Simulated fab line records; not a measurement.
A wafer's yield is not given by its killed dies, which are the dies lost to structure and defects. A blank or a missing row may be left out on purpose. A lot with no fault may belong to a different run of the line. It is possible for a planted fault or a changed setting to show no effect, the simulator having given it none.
A struck lot beside a sound one | flow ritCmos | 15 out of 202 route steps
Sound: wafers L242.1, L242.3, L242.6. Wafers struck: L248.1, L248.3, L248.4. Last of all comes the cause.
Order at every step that has rows: each side's tool, ch and its chambers, its first start. Under that, the readings that differ: sound wafers | struck wafers | difference of the means | sigmas: that difference in standard deviations of wafers without a fault.
alike: words and numbers the same on both sides, and readings whose means are apart by under 2 such deviations; not compared: readings that were withheld, readings missing a value for some wafer, numbers with overlapping values and no deviation given by the record, and bounds like >300 which may hide the same value.
Wherever a step has rows on one side only, a row that says differs or no value, or a row with sigmas, the two part there. Numbers that have no deviation but don't overlap get no sigmas and don't part them. Lack of a reading on every wafer of one side parts them only where that side has two or more wafers.

RIT_ACTIVE_THK_MEAS_02:
  sound on filmMetro-04, day 2 03:58; struck on filmMetro-04, day 3 11:35
reading               | sound          | struck         | difference | sigmas
ACTIVE_OXIDE_THK (nm) | 48.1 49.0 48.5 | 46.1 46.0 46.2 | -2.4       | -3
then, 1 step without rows for these wafers: RIT_ACTIVE_CVD_03 (deposits Si3N4 from SiH2Cl2/NH3, target thk 150 nm, time 1500 s).
RIT_ACTIVE_THK_MEAS_04:
  sound on filmMetro-04, day 2 05:27; struck on filmMetro-02, day 3 14:56
  alike: ACTIVE_NITRIDE_THK
then, 6 steps without rows for these wafers: RIT_ACTIVE_HMDS_05 (prime time 60 s); RIT_ACTIVE_COAT_06 (resist thk 1000 nm); RIT_ACTIVE_SOFTBAKE_07 (time 60 s); RIT_ACTIVE_EXPOSE_08 (exposes mask M1, target cd 1400 nm); RIT_ACTIVE_PEB_09; RIT_ACTIVE_DEVELOP_10 (develop time 50 s).
RIT_ACTIVE_CD_MEAS_11: target cd 1400 nm.
  sound on cdSem-02, day 2 06:29; struck on cdSem-01, day 3 15:58
  alike: cdNm
then, 1 step without rows for these wafers: RIT_ACTIVE_HARDBAKE_12 (time 60 s).
RIT_ACTIVE_ETCH_13: etches Si3N4 in SF6, stops on SiO2, time 210 s, target depth 210 nm.
  sound on rieDiel-02 ch 0,3, day 2 06:45; struck on rieDiel-04 ch 0,1,3, day 3 16:14
  alike: drypumpMotorCurrentA, oesProductAu, rfFwdPowerW, throttleValvePct
  not compared: rfHoursCounterH
RIT_ACTIVE_STRIP_14: strips in O2, time 180 s.
  sound on plasmaAsher-02 ch 0,1, day 2 06:53; struck on plasmaAsher-03 ch 0,1, day 3 16:23
  no value came back on the struck wafers for chamberPressureMTorr (mTorr), drypumpMotorCurrentA (A); on the sound wafers chamberPressureMTorr (mTorr) reads 4000 3998 4006
reading                                    | sound | struck            | difference | sigmas
model.NOVOLAK_of_ACTIVE_COAT_06.thkNm (nm) | 0 0 0 | 662.9 659.7 658.7 | +660.4     | 
  not compared: rfHoursCounterH
RIT_ACTIVE_CD_MEAS_90: target cd 1400 nm.
  sound on cdSem-01, day 2 07:04; struck on cdSem-02, day 3 16:33
  alike: cdNm
RIT_M1_PROBE_99:
  sound on prober-02, day 4 00:38; struck on prober-02, day 5 13:22
reading          | sound  | struck      | difference | sigmas
killedAtFrontEnd | 6 7 12 | 264 264 264 | +256       | +88
killedDies       | 6 7 12 | 264 264 264 | +256       | +88
killedOnRim      | 2 2 1  | 70 70 70    | +68        | +49
  alike: killedOpen, killedShort

== WHERE THEY PART ==
First at RIT_ACTIVE_THK_MEAS_02; last, within this record, at RIT_M1_PROBE_99.

WHY: the cause the simulator had injected
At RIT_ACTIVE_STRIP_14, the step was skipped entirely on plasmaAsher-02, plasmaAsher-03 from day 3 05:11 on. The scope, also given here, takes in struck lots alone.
